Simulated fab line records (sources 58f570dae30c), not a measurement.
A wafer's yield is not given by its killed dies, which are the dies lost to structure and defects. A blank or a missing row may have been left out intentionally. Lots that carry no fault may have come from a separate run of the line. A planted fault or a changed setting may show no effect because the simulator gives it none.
Problem report in the 8D (eight disciplines) form, filled by code    flow berkeley_cmos170    the parts of the form that need people (team, actions taken, sign-off) are left out

1. THE PROBLEM
Across 6 wafers from 2 lots, PWELL_OXIDE_THK at UCB170_PWELL_THK_MEAS_03 averages 29.5 nm, while fault-free wafers read 26.5 nm with a standard deviation of 0.48. Relative to the usual mean, that is a shift of +6.2 standard deviations.
The first sign was on wafer L490.1 at day 6 16:29, on film_metro-03. The record has a number at this step for 42 wafers belonging to 14 lots. Rule for "out" (also "out of limits"): further than 4 standard deviations from the usual mean. All remaining wafers that have a number are taken as sound.

2. WHAT IT IS AND WHAT IT IS NOT
question                     is                            is not
which readings at this step  PWELL_OXIDE_THK               -
which lots                   L490, L491                    L473, L474, L475, L476, L477, L478, L479, L480, L483, L489, L493, L495
which wafers of those lots   all that have a number        -
read on which gauges         film_metro-03, film_metro-04  film_metro-01
when                         from day 6 16:29              up to then (30 sound wafers); but 6 sound wafers of L493, L495 came after

3. THE SUSPECTS, EACH WITH WHAT RULES IT OUT
Counting: a tool at a process step up to the reading stays a suspect if it ran every lot that is out and no sound lot after the first of them.
- ruled out: the gauge at UCB170_PWELL_THK_MEAS_03. The wafers that are out were read on 2 gauges (film_metro-03, film_metro-04).
- furnace-04 at UCB170_PWELL_OXIDATION_02 (target thk 26.4 nm, ox time 1260 s): kept. All lots that are out passed through it, beginning with L490 at day 6 15:08, and no sound lot followed; its final sound lot before that point was L477 at day 3 22:33.
The count leaves furnace-04 at UCB170_PWELL_OXIDATION_02.

4. THE CAUSE (what the simulator had put in)
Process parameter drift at UCB170_PWELL_OXIDATION_02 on furnace-04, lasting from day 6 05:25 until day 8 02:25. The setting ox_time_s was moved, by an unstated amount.
Only this tool survived the counting.

5. THE CHAIN OF EFFECTS, in route order
One row per reading whose mean, taken over the struck wafers that have a number, lies over 3 standard deviations from the usual. Only readings whose record carries a usual standard deviation are examined. hours: median over the lots of the time between each lot's start at the first step of this table that gives one and its start at this step. sigmas: the change, counted in usual standard deviations.
hours  step                      reading          usual    on struck wafers  change  sigmas
0      UCB170_PWELL_THK_MEAS_03  PWELL_OXIDE_THK  26.5 nm  29.5              +3.0    +6.2

6. WHAT WOULD HAVE CAUGHT IT SOONER
In this record the first reading out of limits at a measuring or inspecting step was taken at day 6 16:29, 11 hours after the fault began at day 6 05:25.
No tool reading at UCB170_PWELL_OXIDATION_02 that has a usual standard deviation in the record was out on any struck wafer, so an alarm limit of 4 standard deviations on those readings would not have fired.
All the lots that are out (2) had begun UCB170_PWELL_OXIDATION_02 on furnace-04 by day 6 16:29. Had the tool been put on hold then, not one of them would have been saved.
